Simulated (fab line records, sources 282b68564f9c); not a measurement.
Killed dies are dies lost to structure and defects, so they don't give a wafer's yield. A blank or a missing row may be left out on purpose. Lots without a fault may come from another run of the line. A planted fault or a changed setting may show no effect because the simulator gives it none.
fab line records | flow rit_cmos
record lots=7 wafers=21 last_day=8
route steps=202 shown M1@186
lots that met no fault: from a run of the same line without faults
start_h: hours from the record's first day to the start of the lot's first wafer shown | wait_h: hours since the lot's step before | " the same as in the row above | L1.1+2: a row that stands for several wafers | - no value, or no start given | * or withheld: withheld | < > ~ a bound
route shown NAME@n: a module of which the file shows steps, and the number in the route of the first | usual: mean/standard deviation of fault-free wafers | same: alike in all rows | chamber/n: place in a boat | sites: the reading at each site | _std_site: their standard deviation | _edge_site: outer sites' mean less inner sites' | radius_mm: how far each site lies from the wafer's centre | mask NAME#n: copy n | behind: the tool/chamber that last shaped the wafer | hold: why the lot was held/for how many hours/how that ended | device: the transistor (n, p or np) that didn't switch | end of line: the same wafers' tests at the end of the route | a step without rows: its recipe alone | killed: dies lost to structure and defects at the first sort, not the wafer's yield | map: a wafer's dies, x killed, . not, _ none there
set.NAME: the setting as run; set.NAME@STEP: as run at that earlier step | model.NAME: the simulator's own value behind a step, which no gauge read
lots at some steps of the route; a table a step, a row a wafer
services: from which hour (start_h, from the record's first day; less than 0 if before it) a tool's chamber was out of use, for how many hours, and why
## steps
# step RIT_M1_THK_MEAS_02
# recipe thk_meas_gauge=xrf reads=Al_of_M1_SPUTTER_00
# usual M1_AL_THK=405/5.1
# columns lot.wafer tool chamber start_h wait_h M1_AL_THK[nm]
L745.1 film_metro-03 - 84.85 0.1 406
L745.3 " - " " 403
L745.5 " - " " 393
L753.2 film_metro-01 - 125.33 0.1 403
L753.4 " - " " 397
L753.6 " - " " 401
L754.1 film_metro-01 - 140.48 0.1 411
L754.5 " - " " 403
L754.6 " - " " 405
L757.1 film_metro-02 - 162.11 0.1 411
L757.4 " - " " 409
L757.6 " - " " 413
L759.1 film_metro-01 - 165.94 0.1 401
L759.3 " - " " 406
L759.6 " - " " 397
L761.2 film_metro-02 - 177.96 0.1 399
L761.5 " - " " 398
L761.6 " - " " 396
L763.1 film_metro-03 - 191.07 0.1 410
L763.2 " - " " 410
L763.6 " - " " 409
# step RIT_M1_HMDS_03
# recipe prime_time_s=60 prime_temp_c=140
# step RIT_M1_COAT_04
# recipe resist=NOVOLAK spin_rpm=2000 resist_thk_nm=1300
# step RIT_M1_SOFTBAKE_05
# recipe resist=NOVOLAK temp_c=90 time_s=60
# step RIT_M1_EXPOSE_06
# recipe mask_id=M12 na=0.6 source_shape=conventional sigma_outer=0.5 target_cd_nm=2600 dose_mj=250
# step RIT_M1_PEB_07
# recipe resist=NOVOLAK temp_c=withheld time_s=withheld
# step RIT_M1_DEVELOP_08
# recipe resist=NOVOLAK develop_time_s=68 dev_temp_c=23
# step RIT_M1_CD_MEAS_09
# recipe target_cd_nm=2600
# usual cd_nm=2599.5/1.9
# columns lot.wafer tool chamber start_h wait_h cd_nm
L745.1 cd_sem-01 - 85.91 - 2600.0
L745.3 " - " " 2600.2
L745.5 " - " " 2600.8
L753.2 cd_sem-02 - 126.28 - 2597.0
L753.4 " - " " 2597.7
L753.6 " - " " 2597.6
L754.1 cd_sem-01 - 141.54 - 2600.6
L754.5 " - " " 2598.0
L754.6 " - " " 2598.7
L757.1 cd_sem-01 - 163.22 - 2596.0
L757.4 " - " " 2596.2
L757.6 " - " " 2596.8
L759.1 cd_sem-01 - 167.06 - 2602.4
L759.3 " - " " 2601.9
L759.6 " - " " 2602.4
L761.2 cd_sem-02 - 179.21 - 2597.4
L761.5 " - " " 2599.0
L761.6 " - " " 2600.9
L763.1 cd_sem-02 - 192.01 - 2601.3
L763.2 " - " " 2599.7
L763.6 " - " " 2601.3
# step RIT_M1_OVL_MEAS_10
# usual M1_OVL=0.3/1.4
# columns lot.wafer tool chamber start_h wait_h M1_OVL[nm]
L745.1 overlay-02 - 86.03 0.1 1.0
L745.3 " - " " 1.4
L745.5 " - " " 0.5
L753.2 overlay-01 - 126.39 0.1 -1.5
L753.4 " - " " -0.2
L753.6 " - " " -1.6
L754.1 overlay-02 - 141.66 0.1 -0.7
L754.5 " - " " 1.2
L754.6 " - " " 1.1
L757.1 overlay-01 - 163.34 0.1 0.2
L757.4 " - " " 0.8
L757.6 " - " " 2.3
L759.1 overlay-02 - 167.18 0.1 0.2
L759.3 " - " " -0.1
L759.6 " - " " -1.5
L761.2 overlay-01 - 179.31 0.1 1.3
L761.5 " - " " 1.8
L761.6 " - " " -1.0
L763.1 overlay-02 - 192.13 0.1 1.4
L763.2 " - " " -1.9
L763.6 " - " " -1.1
# step RIT_M1_HARDBAKE_11
# recipe resist=NOVOLAK temp_c=140 time_s=120
# step RIT_M1_METAL_ETCH_12
# recipe stop_on=SiO2 chemistry=Cl2/BCl3 target=Al time_s=165 over_etch_frac=0.5 pressure_mtorr=100 target_depth_a=6000 rf_w=250 Cl2_flow_sccm=60 bcl3_flow_sccm=50
# usual drypump_motor_current_A=5.9/0.38 oes_product_au=0.768/0.012 throttle_valve_pct=8.32/0.08
# columns lot.wafer tool chamber start_h wait_h drypump_motor_current_A oes_product_au rf_hours_counter_h throttle_valve_pct
L745.1 rie_metal-03 1 86.32 0.2 6.2 0.774 37 8.44
L745.3 " 1 " " 6.2 0.767 - 8.43
L745.5 " 0 " " 6.0 0.761 - 8.30
L753.2 rie_metal-02 1 126.67 0.2 5.9 0.747 3 8.38
L753.4 " 1 " " 5.9 0.735 - 8.38
L753.6 " 0 " " 6.1 0.775 - 8.32
L754.1 rie_metal-02 0 141.95 0.2 6.1 0.780 3 8.33
L754.5 " 0 " " 6.1 0.782 - 8.33
L754.6 " 1 " " 5.9 0.750 - 8.37
L757.1 rie_metal-02 1 163.79 0.2 5.9 0.757 3 8.38
L757.4 " 0 " " 6.1 0.783 - 8.32
L757.6 " 0 " " 6.2 0.790 - 8.34
L759.1 rie_metal-03 0 167.47 0.2 6.0 0.786 0 8.30
L759.3 " 1 " " 6.1 0.770 - 8.42
L759.6 " 1 " " 6.1 0.763 - 8.44
L761.2 rie_metal-03 0 179.59 0.2 5.9 0.781 0 8.31
L761.5 " 1 " " 6.2 0.769 - 8.42
L761.6 " 0 " " 6.0 0.773 - 8.32
L763.1 rie_metal-03 1 192.41 0.2 6.1 0.772 1 8.41
L763.2 " 1 " " 6.2 0.778 - 8.44
L763.6 " 1 " " 6.1 0.774 - 8.42
# step RIT_M1_STRIP_13
# recipe chemistry=nmp resist=NOVOLAK temp_c=80 time_s=600 dry=n2_spin
# step RIT_M1_STRIP_14
# recipe chemistry=O2 time_s=180 platen_temp_c=withheld power_w=500 pressure_mtorr=4000 o2_flow_sccm=4000
# usual drypump_motor_current_A=5.7/0.52 run_length_s=208.32/0.27
# columns lot.wafer tool chamber start_h wait_h drypump_motor_current_A rf_hours_counter_h run_length_s
L745.1 plasma_asher-03 0 86.66 0.0 6.2 30 207.91
L745.3 " 1 " " 5.0 - 208.25
L745.5 " 0 " " 6.3 - 208.39
L753.2 plasma_asher-01 1 127.01 0.0 5.9 1 208.34
L753.4 " 0 " " 5.4 - 208.73
L753.6 " 0 " " 5.4 - 208.36
L754.1 plasma_asher-03 1 142.28 0.0 5.0 35 208.28
L754.5 " 0 " " 6.3 - 208.59
L754.6 " 1 " " 5.0 - 208.38
L757.1 plasma_asher-01 1 164.14 0.0 5.9 4 257.59
L757.4 " 1 " " 5.9 - 258.10
L757.6 " 1 " " 5.9 - 257.70
L759.1 plasma_asher-01 1 167.82 0.0 5.9 5 257.82
L759.3 " 0 " " 5.4 - 257.90
L759.6 " 1 " " 5.9 - 258.16
L761.2 plasma_asher-01 1 179.95 0.0 6.0 6 257.60
L761.5 " 0 " " 5.4 - 257.77
L761.6 " 1 " " 6.0 - 258.10
L763.1 plasma_asher-03 0 192.91 0.0 6.2 40 208.01
L763.2 " 1 " " 5.0 40 208.70
L763.6 " 1 " " 5.0 - 208.58
# step RIT_M1_CD_MEAS_90
# recipe target_cd_nm=2600
# usual cd_nm=2599.5/2.3
# columns lot.wafer tool chamber start_h wait_h cd_nm
L745.1 cd_sem-01 - 86.83 0.1 2600.8
L745.3 " - " " 2601.6
L745.5 " - " " 2600.5
L753.2 cd_sem-01 - 127.20 0.1 2595.2
L753.4 " - " " 2596.2
L753.6 " - " " 2598.9
L754.1 cd_sem-01 - 142.46 0.1 2600.3
L754.5 " - " " 2597.1
L754.6 " - " " 2596.8
L757.1 cd_sem-01 - 164.32 0.1 2594.6
L757.4 " - " " 2595.6
L757.6 " - " " 2596.9
L759.1 cd_sem-01 - 168.00 0.1 2602.7
L759.3 " - " " 2602.9
L759.6 " - " " 2603.0
L761.2 cd_sem-01 - 180.14 0.1 2596.9
L761.5 " - " " 2600.0
L761.6 " - " " 2599.6
L763.1 cd_sem-01 - 193.09 0.1 2603.0
L763.2 " - " " 2600.7
L763.6 " - " " 2602.6
# step RIT_M1_PROBE_99
# usual defect_limited_yield=97.2/1.2 killed_at_contacts=0.1/0.24 killed_at_front_end=7/3.1 killed_dies=7/3.1 killed_open=3.3/1.9 killed_short=3.9/2.1 sort_bin_3_pad_short=0.2/0.28 sort_bin_5_function=1.6/0.85 sort_bin_6_memory=1.0/0.59 sort_n_pass=257/3.1 sort_yield_pct=97.2/1.2
# same gross_dies=264 killed_at_M0_to_M3=0 killed_at_M4_up=0 killed_at_back_side=0 killed_at_other=0
# columns lot.wafer tool chamber start_h wait_h defect_limited_yield[%] killed_at_contacts killed_at_front_end killed_dies killed_open killed_short sort_bin_3_pad_short[%] sort_bin_5_function[%] sort_bin_6_memory[%] sort_n_pass sort_yield_pct[%]
L745.1 prober-02 - 88.57 0.1 97.7 0 6 6 1 5 0 1.5 0.8 258 97.7
L745.3 prober-02 - 88.67 0.2 98.1 0 5 5 2 3 0 1.9 0 259 98.1
L745.5 prober-02 - 88.77 0.2 97.3 0 7 7 3 4 0.4 1.1 1.1 257 97.3
L753.2 prober-02 - 128.97 0.1 97.7 0 6 6 4 2 0 1.9 0.4 258 97.7
L753.4 prober-02 - 129.07 0.2 97.3 0 7 7 6 1 0 0.4 2.3 257 97.3
L753.6 prober-02 - 129.17 0.2 97.7 0 6 6 3 3 0 0.8 1.5 258 97.7
L754.1 prober-02 - 145.22 0.1 99.6 0 1 1 1 0 0 0.4 0 263 99.6
L754.5 prober-02 - 145.42 0.2 97.3 0 7 7 2 5 0 1.1 1.5 257 97.3
L754.6 prober-02 - 145.47 0.2 97.0 0 8 8 5 3 0.4 1.1 1.5 256 97.0
L757.1 prober-01 - 166.80 0.1 95.5 0 12 12 8 4 0 3.4 1.1 252 95.5
L757.4 prober-01 - 166.95 0.2 98.1 1 4 5 2 3 0 1.5 0.4 259 98.1
L757.6 prober-01 - 167.05 0.2 97.0 0 8 8 5 3 0 1.9 1.1 256 97.0
L759.1 prober-02 - 169.74 0.1 95.5 0 12 12 6 6 0.4 1.5 2.7 252 95.5
L759.3 prober-02 - 169.84 0.2 95.1 0 13 13 7 6 0.4 3.0 1.5 251 95.1
L759.6 prober-02 - 169.99 0.2 96.6 0 9 9 4 5 0.4 1.1 1.9 255 96.6
L761.2 prober-02 - 181.96 0.1 99.2 0 2 2 1 1 0 0.4 0.4 262 99.2
L761.5 prober-02 - 182.11 0.2 97.7 0 6 6 0 6 0.8 0.8 0.8 258 97.7
L761.6 prober-02 - 182.16 0.2 97.7 0 6 6 2 4 0 2.3 0 258 97.7
L763.1 prober-01 - 195.80 0.1 95.8 1 10 11 3 8 0.4 3.4 0.4 253 95.8
L763.2 prober-01 - 195.85 0.1 97.0 0 8 8 4 4 0 1.9 1.1 256 97.0
L763.6 prober-01 - 196.05 0.2 95.1 0 13 13 7 6 0.4 3.0 1.5 251 95.1
# killed by level:class
L745.1 REOX:geometric_particle:short=2 GATE:geometric_particle:short=1 SPACER:geometric_particle:short=1 SPACER:geometric_particle:open=1 SILICIDE:geometric_particle:short=1
L745.3 GATE:geometric_particle:short=2 FOX1:geometric_particle:open=1 REOX:geometric_particle:open=1 REOX:geometric_particle:short=1
L745.5 GATE:geometric_particle:open=2 FOX2:geometric_particle:short=1 GATE:geometric_particle:short=1 REOX:geometric_particle:short=1 SPACER:geometric_particle:open=1 SPACER:geometric_particle:short=1
L753.2 GATE:geometric_particle:open=3 FOX1:geometric_particle:open=1 GATE:geometric_particle:short=1 SPACER:geometric_particle:short=1
L753.4 FOX1:geometric_particle:open=3 FOX1:geometric_particle:short=1 GATE:geometric_particle:open=1 SPACER:geometric_particle:open=1 SILICIDE:geometric_particle:open=1
L753.6 GATE:geometric_particle:open=2 GATE:geometric_particle:short=2 FOX1:geometric_particle:open=1 SPACER:geometric_particle:short=1
L754.1 GATE:geometric_particle:open=1
L754.5 REOX:geometric_particle:short=3 GATE:geometric_particle:open=2 GATE:geometric_particle:short=1 SILICIDE:geometric_particle:short=1
L754.6 FOX2:geometric_particle:open=2 SPACER:geometric_particle:short=2 SPACER:geometric_particle:open=2 FOX2:geometric_particle:short=1 REOX:geometric_particle:open=1
L757.1 GATE:geometric_particle:open=4 REOX:geometric_particle:short=3 REOX:geometric_particle:open=2 ACTIVE:geometric_particle:short=1 FOX1:geometric_particle:open=1 SILICIDE:geometric_particle:open=1
L757.4 SILICIDE:geometric_particle:short=2 FOX1:geometric_particle:open=1 SPACER:geometric_particle:short=1 CONTACT:geometric_particle:open=1
L757.6 FOX1:geometric_particle:short=2 REOX:geometric_particle:open=2 FOX1:geometric_particle:open=1 GATE:geometric_particle:open=1 SPACER:geometric_particle:open=1 SPACER:geometric_particle:short=1
L759.1 REOX:geometric_particle:short=6 REOX:geometric_particle:open=2 SPACER:geometric_particle:open=2 GATE:geometric_particle:open=1 SILICIDE:geometric_particle:open=1
L759.3 FOX2:geometric_particle:open=3 REOX:geometric_particle:short=3 SILICIDE:geometric_particle:open=2 FOX1:geometric_particle:open=1 GATE:geometric_particle:open=1 GATE:geometric_particle:short=1 SPACER:geometric_particle:short=1 SILICIDE:geometric_particle:short=1
L759.6 GATE:geometric_particle:short=2 REOX:geometric_particle:short=2 SILICIDE:geometric_particle:open=2 FOX1:geometric_particle:short=1 GATE:geometric_particle:open=1 SPACER:geometric_particle:open=1
L761.2 FOX2:geometric_particle:short=1 REOX:geometric_particle:open=1
L761.5 GATE:geometric_particle:short=4 FOX1:geometric_particle:short=1 FOX2:geometric_particle:short=1
L761.6 FOX1:geometric_particle:short=2 REOX:geometric_particle:short=2 FOX1:geometric_particle:open=1 FOX2:geometric_particle:open=1
L763.1 GATE:geometric_particle:short=5 GATE:geometric_particle:open=2 FOX2:geometric_particle:short=1 SPACER:geometric_particle:short=1 SILICIDE:geometric_particle:short=1 CONTACT:geometric_particle:open=1
L763.2 GATE:geometric_particle:open=3 GATE:geometric_particle:short=2 FOX1:geometric_particle:short=1 SPACER:geometric_particle:open=1 SPACER:geometric_particle:short=1
L763.6 GATE:geometric_particle:open=7 FOX1:geometric_particle:short=3 GATE:geometric_particle:short=2 FOX2:geometric_particle:short=1
## services
# columns tool chamber start_h hours kind
plasma_asher-01 - 108.75 9.0 pm
plasma_asher-01 0 108.75 9.0 vent_cycle
plasma_asher-01 1 108.75 9.0 vent_cycle
plasma_asher-03 - 112.93 2.7 repair
rie_metal-02 - 113.42 0.6 repair
plasma_asher-01 0 117.75 - clean
plasma_asher-01 1 117.75 - clean
rie_metal-03 1 118.97 20.8 repair
rie_metal-03 - 136.12 20.0 pm
rie_metal-03 0 136.12 20.0 vent_cycle
rie_metal-03 1 136.12 20.0 vent_cycle
rie_metal-03 - 155.65 0.4 repair
rie_metal-03 0 156.12 - clean
rie_metal-03 1 156.12 - clean
rie_metal-03 0 191.94 2.3 repair
## key
first_sign step=RIT_M1_STRIP_14 reading=run_length_s direction=up sigmas=99+ usual=* struck=*
effect none on later readings
met_at RIT_M1_STRIP_14
struck_wafers L757.1,L757.4,L757.6,L759.1,L759.3,L759.6,L761.2,L761.5,L761.6
onset_between 127.01 164.14
fault kind=process_parameter_drift tool=plasma_asher-01 chamber=- onset_h=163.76 steps=RIT_M1_STRIP_14 channel=time_s offset=* shape=step end_h=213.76 acts_in=* stated=*
